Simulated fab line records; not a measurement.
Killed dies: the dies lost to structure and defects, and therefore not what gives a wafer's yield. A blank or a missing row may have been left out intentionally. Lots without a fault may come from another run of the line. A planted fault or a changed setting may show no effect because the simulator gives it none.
Which of the tools did it? / flow berkeley_cmos170 / 15 lots, 45 wafers sampled, at 3 steps of a route of 331

== WHAT THE GAUGES READ, wafer by wafer ==
UCB170_V2_THK_MEAS_01. Usual: for V2_TEOS_THK the level is 2001 nm and the standard deviation is 23.
lot=L988; measured=day 7 12:40; on=film_metro-04; V2_TEOS_THK (nm)=1969 1970 2008; flag=
lot=L989; measured=day 7 13:22; on=film_metro-02; V2_TEOS_THK (nm)=1957 1971 1980; flag=
lot=L990; measured=day 7 22:02; on=film_metro-03; V2_TEOS_THK (nm)=1977 1993 2014; flag=
lot=L992; measured=day 8 05:52; on=film_metro-03; V2_TEOS_THK (nm)=2009 2032 2024; flag=
lot=L991; measured=day 8 13:05; on=film_metro-03; V2_TEOS_THK (nm)=1987 1983 2008; flag=
lot=L995; measured=day 9 08:13; on=film_metro-04; V2_TEOS_THK (nm)=2007 1997 2041; flag=
lot=L998; measured=day 9 12:35; on=film_metro-02; V2_TEOS_THK (nm)=1990 2006 2023; flag=
lot=L997; measured=day 9 12:56; on=film_metro-03; V2_TEOS_THK (nm)=1983 2004 1999; flag=
lot=L999; measured=day 9 20:08; on=film_metro-03; V2_TEOS_THK (nm)=1980 1977 2012; flag=
lot=L100; measured=day 9 20:38; on=film_metro-02; V2_TEOS_THK (nm)=2005 2033 2038; flag=
lot=L104; measured=day 11 01:06; on=film_metro-03; V2_TEOS_THK (nm)=1785 1793 1820; flag=OFF
lot=L107; measured=day 11 18:57; on=film_metro-03; V2_TEOS_THK (nm)=1768 1778 1800; flag=OFF
lot=L108; measured=day 12 10:23; on=film_metro-02; V2_TEOS_THK (nm)=1752 1754 1761; flag=OFF
lot=L109; measured=day 12 10:37; on=film_metro-03; V2_TEOS_THK (nm)=1985 2008 1999; flag=
lot=L111; measured=day 13 07:25; on=film_metro-03; V2_TEOS_THK (nm)=1949 2002 2006; flag=

UCB170_V2_THK_MEAS_04. Usual: for V2_POLISHED_THK the level is 999.9 nm and the standard deviation is 1.1.
lot=L988; measured=day 7 13:09; on=film_metro-02; V2_POLISHED_THK (nm)=1001.6 1000.8 999.0; flag=
lot=L989; measured=day 7 13:50; on=film_metro-04; V2_POLISHED_THK (nm)=999.9 998.8 999.4; flag=
lot=L990; measured=day 7 22:31; on=film_metro-03; V2_POLISHED_THK (nm)=998.0 998.1 998.8; flag=
lot=L992; measured=day 8 06:20; on=film_metro-03; V2_POLISHED_THK (nm)=1000.4 1000.2 1000.8; flag=
lot=L991; measured=day 8 13:34; on=film_metro-02; V2_POLISHED_THK (nm)=1002.0 1001.5 1002.5; flag=
lot=L995; measured=day 9 08:41; on=film_metro-03; V2_POLISHED_THK (nm)=1001.1 1000.8 1001.2; flag=
lot=L998; measured=day 9 13:04; on=film_metro-04; V2_POLISHED_THK (nm)=1000.4 999.6 999.4; flag=
lot=L997; measured=day 9 13:25; on=film_metro-03; V2_POLISHED_THK (nm)=1000.3 1000.5 998.4; flag=
lot=L999; measured=day 9 20:37; on=film_metro-04; V2_POLISHED_THK (nm)=1002.0 999.9 998.6; flag=
lot=L100; measured=day 9 21:07; on=film_metro-03; V2_POLISHED_THK (nm)=999.4 1000.3 1000.5; flag=
lot=L104; measured=day 11 01:35; on=film_metro-03; V2_POLISHED_THK (nm)=770.5 772.0 771.4; flag=OFF
lot=L107; measured=day 11 19:26; on=film_metro-04; V2_POLISHED_THK (nm)=772.0 772.4 773.5; flag=OFF
lot=L108; measured=day 12 10:52; on=film_metro-02; V2_POLISHED_THK (nm)=773.9 774.6 775.0; flag=OFF
lot=L109; measured=day 12 11:06; on=film_metro-03; V2_POLISHED_THK (nm)=1000.2 998.4 999.7; flag=
lot=L111; measured=day 13 07:53; on=film_metro-02; V2_POLISHED_THK (nm)=1001.4 1001.5 999.0; flag=

== WHAT TOOL EACH LOT RAN ON (gives the tool, then ch and the chambers of the sampled wafers, and finally the start) ==
lot=L988; UCB170_V2_CVD_00=pecvd-03 ch 0,1, day 7 12:31
lot=L989; UCB170_V2_CVD_00=pecvd-04 ch 0,1,2, day 7 13:13
lot=L990; UCB170_V2_CVD_00=pecvd-03 ch 0,2, day 7 21:53
lot=L992; UCB170_V2_CVD_00=pecvd-03 ch 0,1, day 8 05:41
lot=L991; UCB170_V2_CVD_00=pecvd-01 ch 1,2, day 8 12:56
lot=L995; UCB170_V2_CVD_00=pecvd-01 ch 0,1,2, day 9 08:03
lot=L998; UCB170_V2_CVD_00=pecvd-03 ch 0,1,2, day 9 12:29
lot=L997; UCB170_V2_CVD_00=pecvd-04 ch 0,2, day 9 12:45
lot=L999; UCB170_V2_CVD_00=pecvd-04 ch 0,2, day 9 19:53
lot=L100; UCB170_V2_CVD_00=pecvd-01 ch 0,2, day 9 20:28
lot=L104; UCB170_V2_CVD_00=pecvd-01 ch 0,1,2, day 11 00:56
lot=L107; UCB170_V2_CVD_00=pecvd-01 ch 0,2, day 11 18:47
lot=L108; UCB170_V2_CVD_00=pecvd-01 ch 0,1,2, day 12 10:13
lot=L109; UCB170_V2_CVD_00=pecvd-04 ch 0,1,2, day 12 10:28
lot=L111; UCB170_V2_CVD_00=pecvd-03 ch 0,2, day 13 07:14
- UCB170_V2_CVD_00: deposits SiO2 from TEOS/O2, target thk 2000 nm, time 250 s.

== WHAT THE TOOLS THEMSELVES READ (means of the sampled wafers that have a number; where no wafer has one, the mark that the record gives instead) ==
UCB170_V2_CVD_00. Usual: heater_power_w 278 W, standard deviation 51; pressure_mtorr 8999 mTorr, standard deviation 19.
lot=L988; tool=pecvd-03; heater_power_w (W)=320; pressure_mtorr (mTorr)=8990; flag=
lot=L989; tool=pecvd-04; heater_power_w (W)=257; pressure_mtorr (mTorr)=9008; flag=
lot=L990; tool=pecvd-03; heater_power_w (W)=329; pressure_mtorr (mTorr)=8994; flag=
lot=L992; tool=pecvd-03; heater_power_w (W)=290; pressure_mtorr (mTorr)=9013; flag=
lot=L991; tool=pecvd-01; heater_power_w (W)=278; pressure_mtorr (mTorr)=8982; flag=
lot=L995; tool=pecvd-01; heater_power_w (W)=292; pressure_mtorr (mTorr)=9003; flag=
lot=L998; tool=pecvd-03; heater_power_w (W)=264; pressure_mtorr (mTorr)=9004; flag=
lot=L997; tool=pecvd-04; heater_power_w (W)=286; pressure_mtorr (mTorr)=8979; flag=
lot=L999; tool=pecvd-04; heater_power_w (W)=271; pressure_mtorr (mTorr)=8999; flag=
lot=L100; tool=pecvd-01; heater_power_w (W)=226; pressure_mtorr (mTorr)=8999; flag=
lot=L104; tool=pecvd-01; heater_power_w (W)=254; pressure_mtorr (mTorr)=8995; flag=
lot=L107; tool=pecvd-01; heater_power_w (W)=231; pressure_mtorr (mTorr)=8984; flag=
lot=L108; tool=pecvd-01; heater_power_w (W)=315; pressure_mtorr (mTorr)=9000; flag=
lot=L109; tool=pecvd-04; heater_power_w (W)=271; pressure_mtorr (mTorr)=9032; flag=
lot=L111; tool=pecvd-03; heater_power_w (W)=326; pressure_mtorr (mTorr)=9001; flag=

== THE ANSWER, worked out from the rows above alone ==
Rule: a lot is off if the mean of its wafers that have a number lies more than 3 standard deviations from the usual mean. Also off: a lot with no number at a reading for which 4 or more lots have one. Any other lot the step has rows for is counted as sound. Order of review: gauges by route order, followed by the tools' own readings, for which a lot's mean as printed above is used. At the first step where some lot is off, the reading lying furthest off is the one used; lots without a number count as furthest.
Off: at UCB170_V2_THK_MEAS_01 (V2_TEOS_THK), L104, L107, L108.
If a tool, at a process step before that reading, ran all the lots that are off and no sound lot after the first of them, it fits. Those tools and the gauges at UCB170_V2_THK_MEAS_01 are tried in the same way. One fits: UCB170_V2_CVD_00 on pecvd-01. Its last sound lot is L100 (day 9 20:28), its first lot that is off L104 (day 11 00:56): a fault that began between those two fits.

== WHAT HAD BEEN PUT IN BY THE SIMULATOR ==
Site profile drift: pecvd-01, from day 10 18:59 on, at UCB170_V2_CVD_00. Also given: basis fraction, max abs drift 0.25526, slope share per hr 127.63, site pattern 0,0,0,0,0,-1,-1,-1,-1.
Struck lots among those shown: L104, L107, L108. The same result came from the rule above.
